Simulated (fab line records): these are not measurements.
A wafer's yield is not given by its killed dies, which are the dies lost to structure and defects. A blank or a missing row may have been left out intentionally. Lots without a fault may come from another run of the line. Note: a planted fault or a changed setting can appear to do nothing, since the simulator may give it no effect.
Split-lot trial + flow ritCmos + 23 wafers read across 5 lots, on a route 202 steps long

## ABOUT THE SPLIT
At RIT_PWELL_IMPLANT_08, the setting doseCm2 was moved away from the recipe's 7e+13 on 7 of the 23 wafers read, by -5.8% to +6.2%. The other wafers ran this setting at the recipe's value.

## FROM THE SPLIT TO THE READING: what the file shows between them, 3 steps
- RIT_PWELL_STRIP_09: strips in O2, time 180 s
- RIT_PWELL_TW_MEAS_10
- RIT_WELLDRIVE_ANNEAL_00: time 14700 s

## THE READING
PWELL_RS, in ohm/sq, at RIT_WELLDRIVE_RS_MEAS_02 (measures by four-point-probe). Typical for fault-free wafers on this fab line: 430.0 ohm/sq, with standard deviation 1.3 ohm/sq.

| wafer  | tool, chamber at the split | doseCm2 as run | against the recipe | PWELL_RS, ohm/sq | against lot-mates on the recipe |
|--------|----------------------------|----------------|--------------------|------------------|---------------------------------|
| L076.1 | implanter-02, 0            | 7e+13          | recipe             | 428.8            | -                               |
| L076.2 | implanter-02, 0            | 7e+13          | recipe             | 428.3            | -                               |
| L076.3 | implanter-02, 0            | 7e+13          | recipe             | 430.2            | -                               |
| L076.4 | implanter-02, 0            | 7e+13          | recipe             | 429.6            | -                               |
| L076.5 | implanter-02, 0            | 7e+13          | recipe             | 430.2            | -                               |
| L080.1 | implanter-04, 0            | 7.434e+13      | +6.2%              | 414.8            | -16.3                           |
| L080.2 | implanter-04, 0            | 7.434e+13      | +6.2%              | 414.5            | -16.6                           |
| L080.3 | implanter-04, 0            | 7e+13          | recipe             | 431.6            | -                               |
| L080.4 | implanter-04, 0            | 7.434e+13      | +6.2%              | 415.3            | -15.8                           |
| L080.6 | implanter-04, 0            | 7e+13          | recipe             | 430.7            | -                               |
| L081.1 | implanter-04, 0            | 6.6e+13        | -5.7%              | 447.0            | +17.2                           |
| L081.2 | implanter-04, 0            | 7e+13          | recipe             | 430.1            | -                               |
| L081.3 | implanter-04, 0            | 6.6e+13        | -5.7%              | 447.3            | +17.5                           |
| L081.5 | implanter-04, 0            | 7e+13          | recipe             | 429.2            | -                               |
| L081.6 | implanter-04, 0            | 7e+13          | recipe             | 430.1            | -                               |
| L082.1 | implanter-01, 0            | 7e+13          | recipe             | 429.3            | -                               |
| L082.3 | implanter-01, 0            | 7e+13          | recipe             | 428.5            | -                               |
| L082.6 | implanter-01, 0            | 7e+13          | recipe             | 429.5            | -                               |
| L085.1 | implanter-02, 0            | 6.597e+13      | -5.8%              | 445.3            | +15.4                           |
| L085.2 | implanter-02, 0            | 7e+13          | recipe             | 429.7            | -                               |
| L085.4 | implanter-02, 0            | 6.597e+13      | -5.8%              | 446.9            | +17.0                           |
| L085.5 | implanter-02, 0            | 7e+13          | recipe             | 429.9            | -                               |
| L085.6 | implanter-02, 0            | 7e+13          | recipe             | 430.1            | -                               |

FIT RESULTS
A straight line over all 23 wafers: PWELL_RS changes by -2.68 ohm/sq for each +1% of doseCm2; r = -0.99; the points scatter about the line by 1.1 ohm/sq.
The same after taking each lot's own level away (the mean of its wafers on the recipe; 23 wafers): -2.78 ohm/sq for each +1%; r = -1.00; scatter 0.74 ohm/sq.
Per that fit: largest doseCm2 move, reading shift of 17 ohm/sq.
The lots' own levels span 429.10 to 431.15 ohm/sq, that is 1.6 times the standard deviation above.
Consequently the slope shifts little with the lot-to-lot level, the two slopes agreeing.
Check: for one of the wafers moved furthest among these (+6.2%), held out of the fit, the line's prediction against its lot-mates is -17.1 ohm/sq. It came out at -16.3 ohm/sq against them.

## THESE WAFERS: OTHER SPLITS
Before the reading, these wafers also passed through other splits. Each is held against what the fit with the lots' levels taken away leaves over:
| other split on the same wafers     | wafers away from the commonest value | r with PWELL_RS (lot level and that fit taken away) |
|------------------------------------|--------------------------------------|-----------------------------------------------------|
| RIT_ACTIVE_COAT_06 resistThkNm     | 10                                   | +0.11                                               |
| RIT_ACTIVE_DEVELOP_10 developTimeS | 8                                    | -0.23                                               |
| RIT_FOX1_OXIDATION_00 oxTimeS      | 15                                   | -0.04                                               |

## THE WHOLE CHAIN: every reading that the file lists as answering this split, in the file's order
| step                     | what it does                 | reading  | change (the file's fit)           | r (the file's) |
|--------------------------|------------------------------|----------|-----------------------------------|----------------|
| RIT_PWELL_TW_MEAS_10     |                              | PWELL_TW | +2.86 for each +1% of the setting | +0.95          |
| RIT_WELLDRIVE_RS_MEAS_02 | measures by four-point-probe | PWELL_RS | -2.82 for each +1% of the setting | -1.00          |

## FILE'S OWN FIT
PWELL_RS changes by -2.82 ohm/sq for each +1% of doseCm2, r = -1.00.
